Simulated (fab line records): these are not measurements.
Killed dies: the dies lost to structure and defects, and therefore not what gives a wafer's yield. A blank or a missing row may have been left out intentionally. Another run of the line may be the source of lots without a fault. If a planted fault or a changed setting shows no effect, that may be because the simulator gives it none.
Check for tools in common :: flow rit-cmos :: Sample size 13 lots and 39 wafers

THE REASON FOR OPENING IT
RIT_SPACER_THK_MEAS_04, reading SPACER_NITRIDE_THK: flagged on 1 of 13 lots. Wafers without a fault read 250.1 nm, standard deviation 2.4.
Rule: a lot is flagged in two cases, either no wafer of it has a number, or all its wafers with numbers fall more than 4 standard deviations from that mean. As for the other lots, they are considered sound.

lot: L594
measured: day 3 07:58
on: film-metro-03
SPACER_NITRIDE_THK (nm), wafer by wafer: 249.1 248.2 249.2
flag: 

lot: L595
measured: day 3 14:20
on: film-metro-01
SPACER_NITRIDE_THK (nm), wafer by wafer: 251.6 251.0 252.3
flag: 

lot: L596
measured: day 3 15:36
on: film-metro-04
SPACER_NITRIDE_THK (nm), wafer by wafer: 246.4 245.2 246.4
flag: 

lot: L597
measured: day 3 20:08
on: film-metro-04
SPACER_NITRIDE_THK (nm), wafer by wafer: 246.1 247.4 246.6
flag: 

lot: L598
measured: day 3 21:49
on: film-metro-04
SPACER_NITRIDE_THK (nm), wafer by wafer: 250.3 250.6 253.4
flag: 

lot: L599
measured: day 4 00:38
on: film-metro-03
SPACER_NITRIDE_THK (nm), wafer by wafer: 250.0 249.0 250.3
flag: 

lot: L600
measured: day 4 08:39
on: film-metro-03
SPACER_NITRIDE_THK (nm), wafer by wafer: 251.0 250.4 250.5
flag: 

lot: L602
measured: day 4 16:31
on: film-metro-03
SPACER_NITRIDE_THK (nm), wafer by wafer: 249.2 248.8 249.2
flag: 

lot: L609
measured: day 6 06:56
on: film-metro-04
SPACER_NITRIDE_THK (nm), wafer by wafer: 349.7 351.5 352.0
flag: FLAGGED

lot: L610
measured: day 6 12:08
on: film-metro-03
SPACER_NITRIDE_THK (nm), wafer by wafer: 251.8 251.2 250.7
flag: 

lot: L611
measured: day 6 14:04
on: film-metro-01
SPACER_NITRIDE_THK (nm), wafer by wafer: 252.1 253.8 252.8
flag: 

lot: L612
measured: day 6 20:39
on: film-metro-04
SPACER_NITRIDE_THK (nm), wafer by wafer: 255.3 252.0 253.7
flag: 

lot: L615
measured: day 7 08:59
on: film-metro-03
SPACER_NITRIDE_THK (nm), wafer by wafer: 250.7 253.5 251.4
flag: 
The numbers of the flagged lots are 351.1 nm on average: +101.0 nm against the usual, or +42 standard deviations.

WHICH TOOL EACH LOT WENT THROUGH
The record holds 2 process steps before the reading, out of a route of 202 steps. Each cell gives the tool, then ch followed by the chambers the sampled wafers passed through, then the start.
lot: L594
flag: 
RIT_NWELL_STRIP_09: plasma-asher-02 ch 0,1, day 2 03:33
RIT_SPACER_CVD_03: lpcvd-01 ch 0, day 3 06:03

lot: L595
flag: 
RIT_NWELL_STRIP_09: plasma-asher-02 ch 1, day 2 09:54
RIT_SPACER_CVD_03: lpcvd-02 ch 0, day 3 12:26

lot: L596
flag: 
RIT_NWELL_STRIP_09: plasma-asher-01 ch 0,1, day 2 10:08
RIT_SPACER_CVD_03: lpcvd-01 ch 0, day 3 13:41

lot: L597
flag: 
RIT_NWELL_STRIP_09: plasma-asher-04 ch 0,1, day 2 14:49
RIT_SPACER_CVD_03: lpcvd-01 ch 1, day 3 18:11

lot: L598
flag: 
RIT_NWELL_STRIP_09: plasma-asher-02 ch 0,1, day 2 18:22
RIT_SPACER_CVD_03: lpcvd-02 ch 1, day 3 18:57

lot: L599
flag: 
RIT_NWELL_STRIP_09: plasma-asher-04 ch 1, day 2 23:35
RIT_SPACER_CVD_03: lpcvd-01 ch 0, day 3 22:44

lot: L600
flag: 
RIT_NWELL_STRIP_09: plasma-asher-01 ch 0, day 3 04:21
RIT_SPACER_CVD_03: lpcvd-01 ch 1, day 4 06:44

lot: L602
flag: 
RIT_NWELL_STRIP_09: plasma-asher-04 ch 0,1, day 3 13:37
RIT_SPACER_CVD_03: lpcvd-01 ch 0, day 4 14:35

lot: L609
flag: FLAGGED
RIT_NWELL_STRIP_09: plasma-asher-02 ch 0,1, day 5 03:34
RIT_SPACER_CVD_03: lpcvd-02 ch 0, day 6 05:00

lot: L610
flag: 
RIT_NWELL_STRIP_09: plasma-asher-02 ch 0,1, day 5 08:41
RIT_SPACER_CVD_03: lpcvd-01 ch 1, day 6 10:13

lot: L611
flag: 
RIT_NWELL_STRIP_09: plasma-asher-01 ch 0,1, day 5 11:49
RIT_SPACER_CVD_03: lpcvd-01 ch 0, day 6 12:08

lot: L612
flag: 
RIT_NWELL_STRIP_09: plasma-asher-04 ch 0,1, day 5 16:23
RIT_SPACER_CVD_03: lpcvd-01 ch 0, day 6 18:43

lot: L615
flag: 
RIT_NWELL_STRIP_09: plasma-asher-02 ch 0,1, day 6 06:22
RIT_SPACER_CVD_03: lpcvd-01 ch 0, day 7 07:04
What these steps do:
- RIT_NWELL_STRIP_09: strips in O2, time 180 s.
- RIT_SPACER_CVD_03: deposits Si3N4 from SiH2Cl2/NH3, target thk 250 nm, time 3300 s.
- RIT_SPACER_THK_MEAS_04

FLAGGED AGAINST TOTAL, ONE TOOL AT A TIME (gauges that did the reading follow at the end)
step: RIT_NWELL_STRIP_09
tool: plasma-asher-01
lots run: 3
flagged: 0
share of the flagged lots: none
sound lots run after its first flagged lot: -

step: RIT_NWELL_STRIP_09
tool: plasma-asher-02
lots run: 6
flagged: 1
share of the flagged lots: all
sound lots run after its first flagged lot: 2 (L610,L615)

step: RIT_NWELL_STRIP_09
tool: plasma-asher-04
lots run: 4
flagged: 0
share of the flagged lots: none
sound lots run after its first flagged lot: -

step: RIT_SPACER_CVD_03
tool: lpcvd-01
lots run: 10
flagged: 0
share of the flagged lots: none
sound lots run after its first flagged lot: -

step: RIT_SPACER_CVD_03
tool: lpcvd-02
lots run: 3
flagged: 1
share of the flagged lots: all
sound lots run after its first flagged lot: 0

step: RIT_SPACER_THK_MEAS_04
tool: film-metro-01
lots run: 2
flagged: 0
share of the flagged lots: none
sound lots run after its first flagged lot: -

step: RIT_SPACER_THK_MEAS_04
tool: film-metro-03
lots run: 6
flagged: 0
share of the flagged lots: none
sound lots run after its first flagged lot: -

step: RIT_SPACER_THK_MEAS_04
tool: film-metro-04
lots run: 5
flagged: 1
share of the flagged lots: all
sound lots run after its first flagged lot: 1 (L612)

WHAT THE TABLE PERMITS
3 rows of the table ran every flagged lot: plasma-asher-02 at RIT_NWELL_STRIP_09, lpcvd-02 at RIT_SPACER_CVD_03, film-metro-04 at RIT_SPACER_THK_MEAS_04.
- plasma-asher-02 at RIT_NWELL_STRIP_09: 1 of its 6 lots flagged. Sound lots followed the first flagged one (L610, L615) on it, something a lasting fault affecting the whole tool could not allow.
- lpcvd-02 at RIT_SPACER_CVD_03: 1 of its 3 lots flagged. Last sound lot L598 at day 3 18:57, first flagged lot L609 at day 6 05:00; a fault beginning in between fits. Its own readings lie more than 4 standard deviations out on every wafer of the flagged lots: spike-tc-centre-C, spike-tc-load-C, spike-tc-source-C.
- film-metro-04 at RIT_SPACER_THK_MEAS_04: 1 of its 5 lots flagged. Sound lots followed the first flagged one (L612) on it, something a lasting fault affecting the whole tool could not allow.
Left over: one tool, lpcvd-02 at RIT_SPACER_CVD_03.

WHAT THE SIMULATOR HAD INSERTED
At RIT_SPACER_CVD_03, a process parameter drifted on lpcvd-02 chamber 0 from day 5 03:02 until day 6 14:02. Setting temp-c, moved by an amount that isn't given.
Lots struck among those shown: L609. The rule given above showed the same thing.
